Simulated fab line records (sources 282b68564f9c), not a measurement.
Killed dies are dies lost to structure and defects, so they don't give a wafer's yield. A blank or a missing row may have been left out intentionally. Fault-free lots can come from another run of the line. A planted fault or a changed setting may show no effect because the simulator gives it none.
A sampling plan put to the test    flow rit cmos    14 faults told of in these records, all on one fab line, each judged by the records of the lots it struck
What counts as the plan is the set of the line's own looks, namely the steps on the route at which a gauge or an inspection reads a wafer and does not change it. Where struck wafers have a number at a look and the file lists that look's usual mean and standard deviation on fault-free wafers, the look can be judged. Caught: a look later than the fault's first step finds the struck wafers' mean 4 or more of those standard deviations (sigma) from the usual mean. On the tool: here the same test is run on the tool's own readings at the fault's steps. Caught also covers a different recipe on the struck wafers, or a record left blank for those wafers only.

## THE FAULTS, as the simulator had put them in
1. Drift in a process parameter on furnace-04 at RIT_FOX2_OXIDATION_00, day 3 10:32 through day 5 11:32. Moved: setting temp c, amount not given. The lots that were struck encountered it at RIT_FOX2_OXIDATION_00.
2. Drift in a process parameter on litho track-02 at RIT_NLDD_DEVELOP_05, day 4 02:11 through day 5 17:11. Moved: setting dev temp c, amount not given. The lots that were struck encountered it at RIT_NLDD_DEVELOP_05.
3. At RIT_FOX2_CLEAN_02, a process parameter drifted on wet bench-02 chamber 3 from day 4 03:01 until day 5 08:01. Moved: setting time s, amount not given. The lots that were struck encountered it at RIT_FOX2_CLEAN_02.
4. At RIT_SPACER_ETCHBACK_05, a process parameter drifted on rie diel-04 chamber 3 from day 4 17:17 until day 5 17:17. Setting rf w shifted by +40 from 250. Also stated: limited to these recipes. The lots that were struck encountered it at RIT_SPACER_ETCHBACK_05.
5. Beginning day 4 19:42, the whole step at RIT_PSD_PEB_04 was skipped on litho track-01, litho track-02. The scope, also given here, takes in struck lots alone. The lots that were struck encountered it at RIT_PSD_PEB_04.
6. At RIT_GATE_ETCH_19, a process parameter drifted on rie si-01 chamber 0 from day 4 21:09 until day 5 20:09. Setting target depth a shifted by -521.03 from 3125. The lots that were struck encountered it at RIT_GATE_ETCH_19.
7. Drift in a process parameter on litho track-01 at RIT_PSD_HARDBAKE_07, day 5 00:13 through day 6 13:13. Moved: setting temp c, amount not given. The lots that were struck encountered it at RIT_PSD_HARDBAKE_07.
8. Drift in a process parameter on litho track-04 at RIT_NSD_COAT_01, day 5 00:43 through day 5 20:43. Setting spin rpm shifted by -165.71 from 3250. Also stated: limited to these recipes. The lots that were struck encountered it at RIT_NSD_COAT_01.
9. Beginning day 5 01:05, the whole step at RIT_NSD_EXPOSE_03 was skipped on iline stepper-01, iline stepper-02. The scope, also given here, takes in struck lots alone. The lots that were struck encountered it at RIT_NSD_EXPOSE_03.
10. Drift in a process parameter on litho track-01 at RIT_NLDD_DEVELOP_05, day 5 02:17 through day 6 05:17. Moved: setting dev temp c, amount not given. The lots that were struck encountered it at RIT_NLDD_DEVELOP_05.
11. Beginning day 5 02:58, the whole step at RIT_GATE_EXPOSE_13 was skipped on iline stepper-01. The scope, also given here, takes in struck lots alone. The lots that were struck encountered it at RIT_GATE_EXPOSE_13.
12. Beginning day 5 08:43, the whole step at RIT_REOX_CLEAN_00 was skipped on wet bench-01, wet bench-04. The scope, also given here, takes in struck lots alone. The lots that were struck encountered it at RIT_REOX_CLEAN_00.
13. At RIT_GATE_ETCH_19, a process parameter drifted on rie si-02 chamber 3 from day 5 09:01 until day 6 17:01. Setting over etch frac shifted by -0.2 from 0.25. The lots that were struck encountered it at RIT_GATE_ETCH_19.
14. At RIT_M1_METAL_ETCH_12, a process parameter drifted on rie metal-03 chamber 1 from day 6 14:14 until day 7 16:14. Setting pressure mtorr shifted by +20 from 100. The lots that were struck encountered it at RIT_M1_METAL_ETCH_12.

## WHAT THE PLAN SAW
fault  on the tool itself                                first look that catches it                       reading, sigma  median hours from its first step to that look  hours from the fault's start to the first struck lot there  judged looks passed uncaught
1      tube center temp C +99 or beyond sigma            not the one look that can be judged after it     -               -                                              -                                                           1
2      developer temp C -8.8 sigma                       no look after it can be judged                   -               -                                              -                                                           0
3      run length s -47 sigma                            no look after it can be judged                   -               -                                              -                                                           0
4      rf fwd power W +53 sigma                          no look after it can be judged                   -               -                                              -                                                           0
5      no reading that can be judged                     no look after it can be judged                   -               -                                              -                                                           0
6      oes product au +12 sigma                          no look after it can be judged                   -               -                                              -                                                           0
7      heater power total W -28 sigma                    none of the 2 looks that can be judged after it  -               -                                              -                                                           2
8      spin speed rpm -74 sigma                          not the one look that can be judged after it     -               -                                              -                                                           1
9      no reading that can be judged                     none of the 2 looks that can be judged after it  -               -                                              -                                                           2
10     developer temp C -10 sigma                        no look after it can be judged                   -               -                                              -                                                           0
11     no reading that can be judged                     no look after it can be judged                   -               -                                              -                                                           0
12     the tool's record is blank for the struck wafers  no look after it can be judged                   -               -                                              -                                                           0
13     oes product au +8.7 sigma                         no look after it can be judged                   -               -                                              -                                                           0
14     chamber pressure mTorr +99 or beyond sigma        no look after it can be judged                   -               -                                              -                                                           0
A dash: the fault is not caught, or the number is missing from these records.

Caught at a look: 0 of 14. Caught on the tool: 11 of 14. By one or the other: 11 of 14.
Faults caught by the tool alone: 1, 2, 3, 4, 6, 7, 8, 10, 12, 13, 14.
Caught by neither: faults 5, 9, 11.
